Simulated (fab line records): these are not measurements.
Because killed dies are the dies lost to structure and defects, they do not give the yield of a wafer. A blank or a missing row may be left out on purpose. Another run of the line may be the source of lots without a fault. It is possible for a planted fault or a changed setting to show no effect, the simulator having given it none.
fab line records	flow ritCmos
[record] lots = 5	wafers = 23
route steps=202 shown NSD@132 PSD@150 SDANNEAL@155 PLDD@159 SILICIDE@162 CONTACT@168 M1@184
startH: hours from the record's opening day to when the first of the lot's shown wafers began	waitH: time in hours since the lot's previous step	" identical to the entry in the row above	L1.1+2: several wafers, shown together as one row	- no value present, or no start provided	* or withheld: withheld	< > ~ a bound
route shown NAME@n: names a module that has steps shown in the file, with the first one's number in the route	usual: mean/standard deviation of fault-free wafers	same: alike in all rows	chamber/n: place in a boat	sites: per-site readings	_std_site: the values' standard deviation	_edge_site: the outer-site mean with the inner-site mean subtracted	radiusMm: how far each site lies from the wafer's centre	mask NAME#n: copy n	behind: the tool/chamber that last shaped the wafer	hold: why the lot went on hold/how many hours it stayed there/how the hold came to an end	device: the n, p or np transistor that did not switch	end of line: at the end of the route, the tests of the same wafers	a step without rows: its recipe alone	killed: the dies lost at the first sort to structure and to defects; this is not the yield of the wafer	map: dies across one wafer; x = killed, . = not, _ = none there
set.NAME: the run value of the setting; set.NAME@STEP: its run value at that earlier step	model.NAME: the simulator's own value behind a step, which no gauge read
lots where settings were altered on purpose, with a table for each step and a row for each wafer
[[steps]]
[step RIT_NSD_COAT_01]
[recipe] resist = NOVOLAK	spinRpm = 3250	resistThkNm = 1000
lot.wafer	tool	chamber	startH	waitH	set.spinRpm	model.NOVOLAK_of_NSD_COAT_01.thkNm
L074.1	lithoTrack-01	0	48.53	0.1	3250	1001
L074.2	"	0	"	"	3250	996.8
L074.3	"	0	"	"	3250	997.7
L074.5	"	0	"	"	3250	999
L074.6	"	0	"	"	3250	999.5
L075.2	lithoTrack-02	0	52.60	0.1	3471	974.7
L075.3	"	0	"	"	3471	972.3
L075.4	"	0	"	"	3471	973.7
L075.5	"	0	"	"	3250	1005
L075.6	"	0	"	"	3250	1006
L076.1	lithoTrack-01	0	56.69	0.1	3250	1003
L076.2	"	0	"	"	3250	1005
L076.4+5	"	0	"	"	3250	1002
L076.6	"	0	"	"	3250	1001
L078.1	lithoTrack-01	0	66.61	0.1	3250	999.5
L078.4	"	0	"	"	3250	998.5
L078.5	"	0	"	"	3250	1000
L084.1	lithoTrack-03	0	98.68	0.1	3052	1032
L084.2	"	0	"	"	3250	1003
L084.4+6	"	0	"	"	3250	1002
L084.5	"	0	"	"	3052	1033
[step RIT_NSD_SOFTBAKE_02]
[recipe] resist = NOVOLAK	tempC = 90	timeS = 62
[step RIT_NSD_EXPOSE_03]
[recipe] maskId = M9	na = 0.57	targetCdNm = 40700	doseMj = 250
[step RIT_NSD_DEVELOP_05]
[recipe] resist = NOVOLAK	developTimeS = 50	devTempC = 23
[step RIT_NSD_HARDBAKE_07]
[recipe] resist = NOVOLAK	tempC = 140	timeS = 60
lot.wafer	tool	chamber	startH	waitH	set.spinRpm@NSD_COAT_01	model.NOVOLAK_of_NSD_COAT_01.thkNm
L074.1	lithoTrack-03	0	49.26	0.0	3250	884.9
L074.2	"	0	"	"	3250	881
L074.3	"	0	"	"	3250	881.8
L074.5	"	0	"	"	3250	882.8
L074.6	"	0	"	"	3250	883.4
L075.2	lithoTrack-03	0	53.34	0.0	3471	861.7
L075.3	"	0	"	"	3471	859.6
L075.4	"	0	"	"	3471	860.8
L075.5	"	0	"	"	3250	888.1
L075.6	"	0	"	"	3250	888.6
L076.1	lithoTrack-01	0	57.55	0.0	3250	886.4
L076.2	"	0	"	"	3250	888.5
L076.4+5	"	0	"	"	3250	885.4
L076.6	"	0	"	"	3250	884.4
L078.1	lithoTrack-03	0	67.47	0.0	3250	883.4
L078.4	"	0	"	"	3250	882.4
L078.5	"	0	"	"	3250	884.1
L084.1	lithoTrack-03	0	99.54	0.0	3052	911.4
L084.2	"	0	"	"	3250	886.1
L084.4	"	0	"	"	3250	885.1
L084.5	"	0	"	"	3052	912.8
L084.6	"	0	"	"	3250	885.6
[step RIT_PSD_IMPLANT_08]
[recipe] species = BF2	energyKev = 27	doseCm2 = 5e+15	tiltDeg = 7
lot.wafer	tool	chamber	startH	waitH	set.energyKev	model.implant.rpNm	model.implant.drpNm
L074.1+2	implanter-04	0	51.01	0.1	27.85	22.39	12.31
L074.3+5+6	"	0	"	"	27	21.84	12.05
L075.2+3+5	implanter-01	0	55.03	0.1	27	22.75	12.05
L075.4+6	"	0	"	"	26.38	22.33	11.85
L076.1+4	implanter-03	0	59.25	0.1	27	21.78	12.05
L076.2+5+6	"	0	"	"	27.49	22.09	12.2
L078.1+4+5	implanter-03	0	69.07	0.1	27	22.03	12.05
L084.1+2+4	implanter-03	0	101.32	0.1	25.5	21.49	11.57
L084.5+6	"	0	"	"	27	22.49	12.05
[step RIT_PSD_STRIP_09]
[recipe] chemistry = O2	timeS = 180	resist = NOVOLAK	platenTempC = withheld	powerW = 500	pressureMtorr = 4000	o2FlowSccm = 4000
[step RIT_SDANNEAL_CLEAN_02]
[recipe] chemistry = SC2	mix = 3:3:50	timeS = 600	tempC = 75	dry = n2Spin
[step RIT_SDANNEAL_RTA_03]
[recipe] tempC = 1050	timeS = 5	idleTempC = 600	rampUpCPerS = 342	rampDownCPerS = 171	coolToC = 600	ambient = N2
[step RIT_SDANNEAL_RS_MEAS_04]
[recipe] thkMeasGauge = four-point-probe
[usual] PSD_RS = 115.9/0.3
lot.wafer	tool	chamber	startH	waitH	set.energyKev@PSD_IMPLANT_08	PSD_RS[ohm/sq]
L074.1	filmMetro-04	-	51.85	0.0	27.85	114.7
L074.2	"	-	"	"	27.85	114.4
L074.3	"	-	"	"	27	116.1
L074.5	"	-	"	"	27	116.5
L074.6	"	-	"	"	27	116.0
L075.2	filmMetro-04	-	55.85	0.1	27	116.2
L075.3	"	-	"	"	27	116.0
L075.4	"	-	"	"	26.38	116.8
L075.5	"	-	"	"	27	116.1
L075.6	"	-	"	"	26.38	117.5
L076.1	filmMetro-03	-	60.06	0.0	27	115.9
L076.2	"	-	"	"	27.49	114.8
L076.4	"	-	"	"	27	115.5
L076.5	"	-	"	"	27.49	114.3
L076.6	"	-	"	"	27.49	115.0
L078.1	filmMetro-03	-	69.88	0.0	27	115.6
L078.4	"	-	"	"	27	116.2
L078.5	"	-	"	"	27	115.4
L084.1	filmMetro-01	-	102.13	0.0	25.5	119.5
L084.2	"	-	"	"	25.5	119.7
L084.4	"	-	"	"	25.5	119.8
L084.5	"	-	"	"	27	116.4
L084.6	"	-	"	"	27	115.9
[step RIT_SDANNEAL_RS_MEAS_06]
[recipe] thkMeasGauge = four-point-probe
[usual] PLDD_RS = 178.6/0.51
lot.wafer	tool	chamber	startH	waitH	set.doseCm2@PLDD_IMPLANT_08	PLDD_RS[ohm/sq]
L074.1	filmMetro-04	-	52.09	0.1	9e+14	179.8
L074.2	"	-	"	"	9e+14	179.2
L074.3	"	-	"	"	9e+14	179.3
L074.5	"	-	"	"	9.574e+14	174.1
L074.6	"	-	"	"	9.574e+14	174.8
L075.2	filmMetro-04	-	56.09	0.1	9.187e+14	177.2
L075.3	"	-	"	"	9e+14	178.9
L075.4	"	-	"	"	9.187e+14	176.8
L075.5	"	-	"	"	9e+14	179.3
L075.6	"	-	"	"	9.187e+14	177.4
L076.1	filmMetro-03	-	60.30	0.1	9e+14	178.4
L076.2	"	-	"	"	8.428e+14	184.2
L076.4	"	-	"	"	8.428e+14	183.9
L076.5	"	-	"	"	9e+14	177.8
L076.6	"	-	"	"	8.428e+14	184.4
L078.1	filmMetro-03	-	70.12	0.1	9e+14	178.0
L078.4	"	-	"	"	9e+14	178.4
L078.5	"	-	"	"	9e+14	178.1
L084.1	filmMetro-01	-	102.37	0.1	9.385e+14	175.1
L084.2	"	-	"	"	9e+14	178.4
L084.4	"	-	"	"	9.385e+14	175.3
L084.5	"	-	"	"	9.385e+14	175.4
L084.6	"	-	"	"	9e+14	178.9
[step RIT_SILICIDE_SPUTTER_01]
[recipe] material = Ti	targetThkNm = 30	powerW = 350	chamberPressurePa = 0.667	gas = Ar	timeS = 240	substrateTempC = 25
lot.wafer	tool	chamber	startH	waitH	set.powerW	model.Ti_of_SILICIDE_SPUTTER_01.thkNm
L074.1	pvdSputter-01	-	52.35	0.0	350	29.99
L074.2	"	-	"	"	371.5	31.49
L074.3	"	-	"	"	371.5	31.75
L074.5	"	-	"	"	371.5	31.68
L074.6	"	-	"	"	350	29.95
L075.2	pvdSputter-02	-	56.33	0.0	350	30.07
L075.3	"	-	"	"	388.6	33.42
L075.4	"	-	"	"	388.6	33.45
L075.5	"	-	"	"	388.6	33.33
L075.6	"	-	"	"	350	29.92
L076.1	pvdSputter-03	-	60.55	0.0	335.5	29.08
L076.2	"	-	"	"	350	29.72
L076.4	"	-	"	"	350	30.18
L076.5	"	-	"	"	335.5	28.65
L076.6	"	-	"	"	335.5	28.64
L078.1	pvdSputter-03	-	70.37	0.0	350	30.21
L078.4	"	-	"	"	350	30.31
L078.5	"	-	"	"	350	29.95
L084.1	pvdSputter-01	-	102.63	0.0	350	30.25
L084.2	"	-	"	"	326.9	28.04
L084.4	"	-	"	"	350	29.92
L084.5	"	-	"	"	326.9	28.29
L084.6	"	-	"	"	350	29.99
[step RIT_SILICIDE_RS_MEAS_02]
[recipe] thkMeasGauge = four-point-probe	reads = Ti_of_SILICIDE_SPUTTER_01
[usual] SILICIDE_TI_RS = 47.9/0.43
lot.wafer	tool	chamber	startH	waitH	set.powerW@SILICIDE_SPUTTER_01	SILICIDE_TI_RS[ohm/sq]
L074.1	filmMetro-03	-	52.50	0.1	350	47.9
L074.2	"	-	"	"	371.5	44.9
L074.3	"	-	"	"	371.5	44.4
L074.5	"	-	"	"	371.5	44.7
L074.6	"	-	"	"	350	48.0
L075.2	filmMetro-03	-	56.50	0.1	350	47.6
L075.3	"	-	"	"	388.6	41.8
L075.4	"	-	"	"	388.6	41.8
L075.5	"	-	"	"	388.6	41.9
L075.6	"	-	"	"	350	47.9
L076.1	filmMetro-03	-	60.70	0.1	335.5	49.7
L076.2	"	-	"	"	350	48.4
L076.4	"	-	"	"	350	47.5
L076.5	"	-	"	"	335.5	50.7
L076.6	"	-	"	"	335.5	50.7
L078.1	filmMetro-02	-	70.52	0.1	350	47.4
L078.4	"	-	"	"	350	47.2
L078.5	"	-	"	"	350	47.9
L084.1	filmMetro-01	-	102.78	0.1	350	47.5
L084.2	"	-	"	"	326.9	52.1
L084.4	"	-	"	"	350	48.1
L084.5	"	-	"	"	326.9	51.5
L084.6	"	-	"	"	350	48.1
[step RIT_SILICIDE_THK_MEAS_03]
[recipe] thkMeasGauge = xrf	reads = Ti_of_SILICIDE_SPUTTER_01
[usual] SILICIDE_TI_THK = 29.9/0.36
lot.wafer	tool	chamber	startH	waitH	set.powerW@SILICIDE_SPUTTER_01	SILICIDE_TI_THK[nm]
L074.1	filmMetro-03	-	52.62	0.1	350	29.6
L074.2	"	-	"	"	371.5	31.2
L074.3	"	-	"	"	371.5	31.4
L074.5	"	-	"	"	371.5	31.4
L074.6	"	-	"	"	350	29.7
L075.2	filmMetro-03	-	56.61	0.1	350	29.9
L075.3	"	-	"	"	388.6	33.0
L075.4	"	-	"	"	388.6	33.1
L075.5	"	-	"	"	388.6	33.0
L075.6	"	-	"	"	350	29.8
L076.1	filmMetro-03	-	60.82	0.1	335.5	28.9
L076.2	"	-	"	"	350	29.5
L076.4	"	-	"	"	350	29.9
L076.5	"	-	"	"	335.5	28.4
L076.6	"	-	"	"	335.5	28.3
L078.1	filmMetro-02	-	70.64	0.1	350	30.3
L078.4	"	-	"	"	350	30.3
L078.5	"	-	"	"	350	29.9
L084.1	filmMetro-01	-	102.90	0.1	350	30.4
L084.2	"	-	"	"	326.9	28.2
L084.4	"	-	"	"	350	30.0
L084.5	"	-	"	"	326.9	28.5
L084.6	"	-	"	"	350	30.1
[step RIT_CONTACT_CVD_00]
[recipe] material = SiO2	targetThkNm = 400	precursor = TEOS	tempC = 390	timeS = 61	rfW = 400
lot.wafer	tool	chamber	startH	waitH	set.timeS	model.SiO2_of_CONTACT_CVD_00.thkNm
L074.1	pecvd-01	0	52.86	0.1	61	390.9
L074.2	"	2	"	"	65.29	-
L074.3	"	1	"	"	61	-
L074.5	"	1	"	"	65.29	428.2
L074.6	"	0	"	"	61	397.4
L075.2	pecvd-04	2	56.83	0.0	61	-
L075.3	"	1	"	"	61	390.4
L075.4+5	"	1,0	"	"	53.19	-
L075.6	"	2	"	"	61	404.9
L076.1	pecvd-02	1	61.06	0.1	61	-
L076.2	"	2	"	"	65.42	427.2
L076.4	"	2	"	"	65.42	-
L076.5	"	0	"	"	65.42	425
L076.6	"	1	"	"	61	404.5
L078.1	pecvd-04	0	70.87	0.1	61	388.3
L078.4	"	0	"	"	61	401.3
L078.5	"	2	"	"	61	395.7
L084.1	pecvd-04	0	103.13	0.1	61	401.1
L084.2	"	2	"	"	61	396.9
L084.4	"	0	"	"	61	399.5
L084.5	"	1	"	"	61	391.9
L084.6	"	2	"	"	61	402.3
[step RIT_CONTACT_THK_MEAS_01]
[recipe] reads = SiO2_of_CONTACT_CVD_00
[usual] CONTACT_TEOS_THK = 397/5.7
lot.wafer	tool	chamber	startH	waitH	set.timeS@CONTACT_CVD_00	CONTACT_TEOS_THK[nm]
L074.1	filmMetro-04	-	52.91	0.0	61	391
L074.2	"	-	"	"	65.29	416
L074.3	"	-	"	"	61	399
L074.5	"	-	"	"	65.29	428
L074.6	"	-	"	"	61	397
L075.2	filmMetro-04	-	56.89	0.0	61	397
L075.3	"	-	"	"	61	390
L075.4	"	-	"	"	53.19	344
L075.5	"	-	"	"	53.19	355
L075.6	"	-	"	"	61	405
L076.1	filmMetro-03	-	61.11	0.0	61	398
L076.2	"	-	"	"	65.42	427
L076.4	"	-	"	"	65.42	430
L076.5	"	-	"	"	65.42	425
L076.6	"	-	"	"	61	404
L078.1	filmMetro-04	-	70.93	0.0	61	388
L078.4	"	-	"	"	61	401
L078.5	"	-	"	"	61	396
L084.1	filmMetro-04	-	103.18	0.0	61	401
L084.2	"	-	"	"	61	397
L084.4	"	-	"	"	61	399
L084.5	"	-	"	"	61	392
L084.6	"	-	"	"	61	402
[step RIT_CONTACT_DEVELOP_07]
[recipe] resist = NOVOLAK	developTimeS = 120	devTempC = 23
lot.wafer	tool	chamber	startH	waitH	set.developTimeS
L074.1+2+6	lithoTrack-01	0	-	-	109.4
L074.3+5	"	0	"	"	120
L075.2+5+6	lithoTrack-04	0	-	-	112.7
L075.3+4	"	0	"	"	120
L076.1+2+4	lithoTrack-01	0	-	-	134.3
L076.5+6	"	0	"	"	120
L078.1+4+5	lithoTrack-03	0	-	-	120
L084.1+2	lithoTrack-01	0	-	-	120
L084.4+5+6	"	0	"	"	107.4
[step RIT_CONTACT_CD_MEAS_08]
[recipe] targetCdNm = 1000
[usual] cdNm = 999.3/2.2
lot.wafer	tool	chamber	startH	waitH	set.developTimeS@CONTACT_DEVELOP_07	cdNm
L074.1	cdSem-01	-	53.93	-	109.4	993.2
L074.2	"	-	"	"	109.4	992.3
L074.3	"	-	"	"	120	1001.7
L074.5	"	-	"	"	120	1002.5
L074.6	"	-	"	"	109.4	992.8
L075.2	cdSem-01	-	58.10	-	112.7	995.1
L075.3	"	-	"	"	120	1001.0
L075.4	"	-	"	"	120	998.1
L075.5	"	-	"	"	112.7	995.2
L075.6	"	-	"	"	112.7	995.5
L076.1	cdSem-02	-	62.14	-	134.3	1009.6
L076.2	"	-	"	"	134.3	1007.8
L076.4	"	-	"	"	134.3	1007.7
L076.5	"	-	"	"	120	998.0
L076.6	"	-	"	"	120	998.5
L078.1	cdSem-01	-	72.29	-	120	1000.4
L078.4	"	-	"	"	120	1002.2
L078.5	"	-	"	"	120	1001.6
L084.1	cdSem-01	-	104.33	-	120	997.5
L084.2	"	-	"	"	120	1000.1
L084.4	"	-	"	"	107.4	989.8
L084.5	"	-	"	"	107.4	987.6
L084.6	"	-	"	"	107.4	988.6
[step RIT_CONTACT_ETCH_11]
[recipe] targetDepthA = 4800	overEtchFrac = 0.2	stopOn = TiSi2	chemistry = CHF3/CF4/Ar	target = SiO2	CHF3_flow_sccm = 50	cf4FlowSccm = 10	Ar_flow_sccm = 100	O2_flow_sccm = 5	pressureMtorr = 100	rfW = 200	timeS = 320
lot.wafer	tool	chamber	startH	waitH	set.overEtchFrac	set.timeS@CONTACT_CVD_00	set.developTimeS@CONTACT_DEVELOP_07	model.etch.depthNm	model.CONTACT.featureDepthNm	model.CONTACT.cdNm
L074.1	rieDiel-04	0	54.24	0.1	0.2	61	109.4	390.9	390.9	993
L074.2	"	2	"	"	0.2424	65.29	109.4	-	416.5	992.6
L074.3	"	1	"	"	0.2424	61	120	-	398.7	1002
L074.5	"	1	"	"	0.2	65.29	120	428.2	428.2	1002
L074.6	"	2	"	"	0.2424	61	109.4	397.4	397.4	992.9
L075.2	rieDiel-01	1	58.39	0.1	0.2	61	112.7	-	397.5	995.4
L075.3	"	0	"	"	0.2	61	120	390.4	390.3	1001
L075.4	"	2	"	"	0.2	53.19	120	-	344.2	998
L075.5	"	0	"	"	0.2	53.19	112.7	-	354.9	994.6
L075.6	"	1	"	"	0.2	61	112.7	404.9	404.9	995.6
L076.1	rieDiel-02	3	62.44	0.1	0.2	61	134.3	-	397.5	1009
L076.2	"	2	"	"	0.219	65.42	134.3	427.2	427.2	1008
L076.4	"	1	"	"	0.2	65.42	134.3	-	430.1	1007
L076.5	"	2	"	"	0.219	65.42	120	425	425	997.9
L076.6	"	3	"	"	0.2	61	120	404.5	404.5	998.6
L078.1	rieDiel-04	3	72.60	0.1	0.2	61	120	388.3	388.3	1000
L078.4	"	2	"	"	0.2	61	120	401.3	401.3	1003
L078.5	"	1	"	"	0.2	61	120	395.7	395.7	1002
L084.1	rieDiel-04	0	104.64	0.1	0.1535	61	120	401.1	401.1	997.6
L084.2	"	3	"	"	0.2	61	120	396.9	396.9	999.7
L084.4	"	1	"	"	0.2	61	107.4	399.5	399.5	990.2
L084.5	"	3	"	"	0.1535	61	107.4	391.9	391.9	986.9
L084.6	"	0	"	"	0.1535	61	107.4	402.3	402.3	988.5
[step RIT_CONTACT_STRIP_12]
[recipe] chemistry = O2	timeS = 180	resist = NOVOLAK	platenTempC = withheld	powerW = 500	pressureMtorr = 4000	o2FlowSccm = 4000
[step RIT_CONTACT_CD_MEAS_90]
[recipe] targetCdNm = 1000
[usual] cdNm = 999.3/2.3
lot.wafer	tool	chamber	startH	waitH	set.developTimeS@CONTACT_DEVELOP_07	cdNm
L074.1	cdSem-01	-	54.61	0.1	109.4	992.9
L074.2	"	-	"	"	109.4	992.8
L074.3	"	-	"	"	120	1001.6
L074.5	"	-	"	"	120	1002.6
L074.6	"	-	"	"	109.4	993.2
L075.2	cdSem-02	-	58.78	0.1	112.7	995.3
L075.3	"	-	"	"	120	1000.7
L075.4	"	-	"	"	120	997.7
L075.5	"	-	"	"	112.7	994.3
L075.6	"	-	"	"	112.7	995.6
L076.1	cdSem-02	-	62.81	0.1	134.3	1009.6
L076.2	"	-	"	"	134.3	1008.1
L076.4	"	-	"	"	134.3	1007.4
L076.5	"	-	"	"	120	998.1
L076.6	"	-	"	"	120	998.4
L078.1	cdSem-02	-	72.97	0.1	120	1000.0
L078.4	"	-	"	"	120	1002.9
L078.5	"	-	"	"	120	1001.7
L084.1	cdSem-02	-	105.01	0.1	120	997.9
L084.2	"	-	"	"	120	999.9
L084.4	"	-	"	"	107.4	989.9
L084.5	"	-	"	"	107.4	987.3
L084.6	"	-	"	"	107.4	988.6
[step RIT_M1_SPUTTER_00]
[recipe] material = Al	targetThkNm = 400	powerW = 2000	chamberPressurePa = 0.4	gas = Ar	timeS = 500	substrateTempC = 25
lot.wafer	tool	chamber	startH	waitH	set.timeS	model.Al_of_M1_SPUTTER_00.thkNm
L074.1	pvdSputter-03	-	55.10	0.0	500	397.9
L074.2	"	-	"	"	544.9	431.9
L074.3	"	-	"	"	544.9	434.4
L074.5	"	-	"	"	500	397.5
L074.6	"	-	"	"	500	396.9
L075.2	pvdSputter-04	-	59.23	0.0	556.9	450.8
L075.3	"	-	"	"	500	397.7
L075.4	"	-	"	"	556.9	443.6
L075.5	"	-	"	"	556.9	449.2
L075.6	"	-	"	"	500	398.9
L076.1	pvdSputter-04	-	63.30	0.0	551.1	435.6
L076.2	"	-	"	"	500	398.1
L076.4	"	-	"	"	551.1	432.6
L076.5	"	-	"	"	500	393.1
L076.6	"	-	"	"	500	396.7
L078.1	pvdSputter-04	-	73.44	0.0	500	403.3
L078.4	"	-	"	"	500	395.3
L078.5	"	-	"	"	500	397.1
L084.1	pvdSputter-04	-	105.48	0.0	500	402
L084.2	"	-	"	"	520.6	412.5
L084.4	"	-	"	"	500	392.4
L084.5	"	-	"	"	520.6	410.3
L084.6	"	-	"	"	520.6	414.3
[step RIT_M1_RS_MEAS_01]
[recipe] thkMeasGauge = four-point-probe	reads = Al_of_M1_SPUTTER_00
[usual] M1_AL_RS = 0.0739/0.00075
lot.wafer	tool	chamber	startH	waitH	set.timeS@M1_SPUTTER_00	M1_AL_RS[ohm/sq]
L074.1	filmMetro-03	-	55.39	0.1	500	0.0737
L074.2	"	-	"	"	544.9	0.0677
L074.3	"	-	"	"	544.9	0.0674
L074.5	"	-	"	"	500	0.0739
L074.6	"	-	"	"	500	0.0740
L075.2	filmMetro-04	-	59.54	0.2	556.9	0.0651
L075.3	"	-	"	"	500	0.0739
L075.4	"	-	"	"	556.9	0.0662
L075.5	"	-	"	"	556.9	0.0653
L075.6	"	-	"	"	500	0.0738
L076.1	filmMetro-03	-	63.59	0.1	551.1	0.0670
L076.2	"	-	"	"	500	0.0736
L076.4	"	-	"	"	551.1	0.0675
L076.5	"	-	"	"	500	0.0746
L076.6	"	-	"	"	500	0.0738
L078.1	filmMetro-01	-	73.73	0.1	500	0.0729
L078.4	"	-	"	"	500	0.0744
L078.5	"	-	"	"	500	0.0742
L084.1	filmMetro-04	-	105.77	0.1	500	0.0730
L084.2	"	-	"	"	520.6	0.0712
L084.4	"	-	"	"	500	0.0748
L084.5	"	-	"	"	520.6	0.0716
L084.6	"	-	"	"	520.6	0.0710
[step RIT_M1_THK_MEAS_02]
[recipe] thkMeasGauge = xrf	reads = Al_of_M1_SPUTTER_00
[usual] M1_AL_THK = 401/4
lot.wafer	tool	chamber	startH	waitH	set.timeS@M1_SPUTTER_00	M1_AL_THK[nm]
L074.1	filmMetro-03	-	55.51	0.1	500	401
L074.2	"	-	"	"	544.9	433
L074.3	"	-	"	"	544.9	436
L074.5	"	-	"	"	500	398
L074.6	"	-	"	"	500	397
L075.2	filmMetro-04	-	59.65	0.1	556.9	452
L075.3	"	-	"	"	500	401
L075.4	"	-	"	"	556.9	445
L075.5	"	-	"	"	556.9	449
L075.6	"	-	"	"	500	401
L076.1	filmMetro-03	-	63.71	0.1	551.1	436
L076.2	"	-	"	"	500	399
L076.4	"	-	"	"	551.1	434
L076.5	"	-	"	"	500	394
L076.6	"	-	"	"	500	398
L078.1	filmMetro-01	-	73.85	0.1	500	410
L078.4	"	-	"	"	500	400
L078.5	"	-	"	"	500	402
L084.1	filmMetro-04	-	105.89	0.1	500	405
L084.2	"	-	"	"	520.6	415
L084.4	"	-	"	"	500	398
L084.5	"	-	"	"	520.6	412
L084.6	"	-	"	"	520.6	416
[[key]]
[split] step = RIT_NSD_COAT_01	setting = spinRpm	stated = 3250	by = wafer
[response] step = RIT_NSD_COAT_01	reading = model.NOVOLAK_of_NSD_COAT_01.thkNm	change = -4.79	per = 1%	r = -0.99
[response] step = RIT_NSD_HARDBAKE_07	reading = model.NOVOLAK_of_NSD_COAT_01.thkNm	change = -4.19	per = 1%	r = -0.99
[split] step = RIT_PSD_IMPLANT_08	setting = energyKev	stated = 27	by = wafer
[response] step = RIT_PSD_IMPLANT_08	reading = model.implant.rpNm	change = +0.18	per = 1%	r = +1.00
[response] step = RIT_PSD_IMPLANT_08	reading = model.implant.drpNm	change = +0.0852	per = 1%	r = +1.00
[response] step = RIT_SDANNEAL_RS_MEAS_04	reading = PSD_RS	change = -0.589	per = 1%	r = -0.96
[split] step = RIT_SILICIDE_SPUTTER_01	setting = powerW	stated = 350	by = wafer
[response] step = RIT_SILICIDE_SPUTTER_01	reading = model.Ti_of_SILICIDE_SPUTTER_01.thkNm	change = +0.296	per = 1%	r = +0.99
[response] step = RIT_SILICIDE_RS_MEAS_02	reading = SILICIDE_TI_RS	change = -0.553	per = 1%	r = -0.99
[response] step = RIT_SILICIDE_THK_MEAS_03	reading = SILICIDE_TI_THK	change = +0.286	per = 1%	r = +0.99
[split] step = RIT_CONTACT_CVD_00	setting = timeS	stated = 61	by = wafer
[response] step = RIT_CONTACT_CVD_00	reading = model.SiO2_of_CONTACT_CVD_00.thkNm	change = +3.88	per = 1%	r = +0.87
[response] step = RIT_CONTACT_THK_MEAS_01	reading = CONTACT_TEOS_THK	change = +3.72	per = 1%	r = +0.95
[response] step = RIT_CONTACT_ETCH_11	reading = model.etch.depthNm	change = +3.88	per = 1%	r = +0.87
[response] step = RIT_CONTACT_ETCH_11	reading = model.CONTACT.featureDepthNm	change = +3.74	per = 1%	r = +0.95
[split] step = RIT_CONTACT_DEVELOP_07	setting = developTimeS	stated = 120	by = wafer
[response] step = RIT_CONTACT_CD_MEAS_08	reading = cdNm	change = +0.912	per = 1%	r = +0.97
[response] step = RIT_CONTACT_ETCH_11	reading = model.CONTACT.cdNm	change = +0.902	per = 1%	r = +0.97
[response] step = RIT_CONTACT_CD_MEAS_90	reading = cdNm	change = +0.913	per = 1%	r = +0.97
[split] step = RIT_CONTACT_ETCH_11	setting = overEtchFrac	stated = 0.2	by = wafer
response none clear
[split] step = RIT_M1_SPUTTER_00	setting = timeS	stated = 500	by = wafer
[response] step = RIT_M1_SPUTTER_00	reading = model.Al_of_M1_SPUTTER_00.thkNm	change = +4.03	per = 1%	r = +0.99
[response] step = RIT_M1_RS_MEAS_01	reading = M1_AL_RS	change = -0.000695	per = 1%	r = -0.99
[response] step = RIT_M1_THK_MEAS_02	reading = M1_AL_THK	change = +3.95	per = 1%	r = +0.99
split outsideThisFile step=RIT_PLDD_IMPLANT_08 setting=doseCm2
// split outsideThisFile: this setting was split too, and the file shows its column; the key of that split is in another file
